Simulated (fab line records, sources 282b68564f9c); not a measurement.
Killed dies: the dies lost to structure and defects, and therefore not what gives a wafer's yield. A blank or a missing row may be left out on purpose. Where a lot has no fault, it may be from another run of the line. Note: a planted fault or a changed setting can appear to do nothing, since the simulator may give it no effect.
One fault seen from 2 desks / flow rit-cmos / numbers are kept per desk, each desk with only its own; the story behind them comes last

## THE METROLOGY DESK
Means of the sampled wafers that have a number, per lot and without regard to the tool the lot ran on: this is what the gauges read. Marked OUT: a lot whose mean sits more than 4 standard deviations from the usual mean, which makes it out of limits; the brackets give that distance.
Columns: A = PLDD_TW at RIT_PLDD_TW_MEAS_10, usual 2352; B = SPACER_NITRIDE_THK at RIT_SPACER_THK_MEAS_04, usual 249.1 nm; C = NSD_OVL at RIT_NSD_OVL_MEAS_06, usual 1.6 nm
lot=L316; first seen here=day 3 14:35; A=2370; B=249.1; C=2.1
lot=L324; first seen here=day 5 02:03; A=2367; B=250.6; C=1.1
lot=L326; first seen here=day 5 12:16; A=2364; B=248.3; C=2.2
lot=L332; first seen here=day 6 13:29; A=2375; B=246.6; C=1.2
lot=L334; first seen here=day 6 23:25; A=2381; B=248.4; C=2.3
lot=L335; first seen here=day 7 03:07; A=2382; B=250.6; C=2.4
Result from this desk: across the 6 lots, nothing is out of limits.

## THE TOOL OWNER'S DESK: litho-track-04
The tool's own readings at RIT_NSD_SOFTBAKE_02 (time 62.74 s): means of the sampled wafers that have a number, for each lot that ran on this tool. Marked OUT: a lot whose mean sits more than 4 standard deviations from the usual mean, which makes it out of limits; the brackets give that distance.
Columns: A = heater-power-total-W at RIT_NSD_SOFTBAKE_02, usual 34.62 W; B = plate-sensor-t-centre-C at RIT_NSD_SOFTBAKE_02, usual 90.969 C; C = plate-sensor-t-edge-C at RIT_NSD_SOFTBAKE_02, usual 91.021 C
lot=L316; first seen here=day 3 17:49; A=34.63; B=90.970; C=91.008
lot=L324; first seen here=day 5 04:56; A=32.17 (-50) OUT; B=86.352 (-99 or more) OUT; C=86.385 (-99 or more) OUT
lot=L326; first seen here=day 5 15:09; A=32.19 (-50) OUT; B=86.354 (-99 or more) OUT; C=86.399 (-99 or more) OUT
This desk finds L324, L326 out of limits, L324 being first, at day 5 04:56 (heater-power-total-W at RIT_NSD_SOFTBAKE_02). L316: within limits.

## BROUGHT TOGETHER
An alarm could have come from the tool owner's desk at day 5 04:56, on L324, L326.
At the metrology desk, nothing out of limits was observed.
The metrology desk has L324, L326 on record, within its limits.
RIT_NSD_SOFTBAKE_02 was run on litho-track-04 by each of the lots named.

## WHAT WAS PUT IN BY THE SIMULATOR
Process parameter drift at RIT_NSD_SOFTBAKE_02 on litho-track-04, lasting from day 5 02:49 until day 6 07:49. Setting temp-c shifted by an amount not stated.
Struck lots among those shown: L324, L326.
Time in hours from fault onset to the first out-of-limits reading at each desk: the tool owner's desk, 2.
